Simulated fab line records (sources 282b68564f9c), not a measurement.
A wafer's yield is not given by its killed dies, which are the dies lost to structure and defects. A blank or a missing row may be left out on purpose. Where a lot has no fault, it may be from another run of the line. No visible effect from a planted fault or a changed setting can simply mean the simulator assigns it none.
A struck lot beside a sound one ; flow ritCmos ; 19 out of 202 route steps
Sound: the wafers L330.4, L330.5, L330.6. Struck: wafers L325.1, L325.3, L325.5. The cause is named last.
For every step that has rows: the tool of each side, followed by ch and its chambers, followed by its first start. Under that, the readings that differ: sound wafers ; struck wafers ; difference of the means ; sigmas: that difference in standard deviations of wafers without a fault.
alike: readings whose means differ by less than 2 such deviations, and words and numbers that are the same on both sides. not compared: withheld readings, readings that some wafer has no value for, bounds like >300 that may hide the same value, and numbers for which the record gives no deviation and whose values overlap.
The two part at a step that has a row with sigmas, a row that says differs or no value, or rows on one side only. Numbers that don't overlap but have no deviation are shown without sigmas and don't part them. Lack of a reading on every wafer of one side parts them only where that side has two or more wafers.

RIT_M1_SPUTTER_00: material Al, target thk 400 nm, time 500 s.
  sound on pvdSputter-04 at day 5 07:17; struck on pvdSputter-02 at day 4 05:58
  alike: throttleValvePct
RIT_M1_RS_MEAS_01: measures by four-point-probe.
  sound on filmMetro-01 at day 5 07:38; struck on filmMetro-03 at day 4 06:16
  alike: M1_AL_RS
RIT_M1_THK_MEAS_02: measures by xrf.
  sound on filmMetro-01 at day 5 07:44; struck on filmMetro-03 at day 4 06:23
  alike: M1_AL_THK
then, 6 steps without rows for these wafers: RIT_M1_HMDS_03 (prime time 60 s); RIT_M1_COAT_04 (resist thk 1300 nm); RIT_M1_SOFTBAKE_05 (time 60 s); RIT_M1_EXPOSE_06 (exposes mask M12, target cd 2600 nm); RIT_M1_PEB_07; RIT_M1_DEVELOP_08 (develop time 68 s).
RIT_M1_CD_MEAS_09 targets a cd of 2600 nm.
  sound on cdSem-01 at day 5 08:50; struck on cdSem-01 at day 4 07:27
  alike: cdNm
RIT_M1_OVL_MEAS_10:
  sound on overlay-02 at day 5 08:55; struck on overlay-01 at day 4 07:34
  alike: M1_OVL
then, 1 step without rows for these wafers: RIT_M1_HARDBAKE_11 (time 120 s).
RIT_M1_METAL_ETCH_12: etches Al in Cl2/BCl3, stops on SiO2, time 165 s, target depth 600 nm.
  sound on rieMetal-04 ch 0,1, day 5 09:14; struck on rieMetal-03 ch 0,1, day 4 07:52
  no value came back on the struck wafers for any of 6 readings (bcl3FlowSccm (sccm), chamberPressureMTorr (mTorr) and others); on the sound wafers bcl3FlowSccm (sccm) reads 49.90 50.12 49.95
reading;sound;struck;difference;sigmas
model.NOVOLAK_of_M1_COAT_04.thkNm (nm);794 796.8 796.9;1134 1136 1133;+338;
model.SiO2_of_CONTACT_CVD_00.thkNm (nm);370.7 373 370;397.1 390.4 400.3;+24.7;
  not compared: rfHoursCounterH
then, 1 step without rows for these wafers: RIT_M1_STRIP_13 (strips in nmp, time 600 s).
RIT_M1_STRIP_14: strips in O2, time 180 s.
  sound on plasmaAsher-04 ch 0,1, day 5 09:34; struck on plasmaAsher-04 ch 0,1, day 4 08:12
  alike: drypumpMotorCurrentA
  not compared: rfHoursCounterH
RIT_M1_CD_MEAS_90 targets a cd of 2600 nm.
  sound on cdSem-02 at day 5 09:45; struck on cdSem-01 at day 4 08:22
reading;sound;struck;difference;sigmas
cdNm (nm);2601.2 2601.6 2602.8;- - -;no value on the struck wafers;
then, 1 step without rows for these wafers: RIT_M1_ANNEAL_15 (time 1800 s).
RIT_M1_BOW_MEAS_16:
  sound on filmMetro-01 at day 5 11:22; struck on filmMetro-02 at day 4 09:59
reading;sound;struck;difference;sigmas
M1_BOW (um);21 23 28;-11 -2 0;-28;-4
RIT_M1_PROBE_99:
  sound on prober-02 at day 5 11:35; struck on prober-01 at day 4 10:07
reading;sound;struck;difference;sigmas
defectLimitedYield (%);99.2 94.7 97.3;0 0 0;-97;-97
killed_at_M0_to_M3;0 0 0;259 259 254;+257;+99 or more
killedDies;2 14 7;264 264 264;+256;+92
killedOnRim;0 2 2;70 70 70;+69;+53
sort_bin_5_function (%);0.8 2.3 1.1;99.6 99.2 98.5;+97.7;+99 or more
sortNPass;262.0 250.0 257.0;0 0 0;-256;-92
sortYieldPct (%);99.2 94.7 97.3;0 0 0;-97;-97
  alike: killedAtContacts, killedAtFrontEnd, killedOpen, killedShort, sort_bin_3_pad_short, sort_bin_6_memory

WHERE THEY PART
Last at RIT_M1_PROBE_99 as far as this record goes, first at RIT_M1_METAL_ETCH_12.

WHY: the cause the simulator had injected
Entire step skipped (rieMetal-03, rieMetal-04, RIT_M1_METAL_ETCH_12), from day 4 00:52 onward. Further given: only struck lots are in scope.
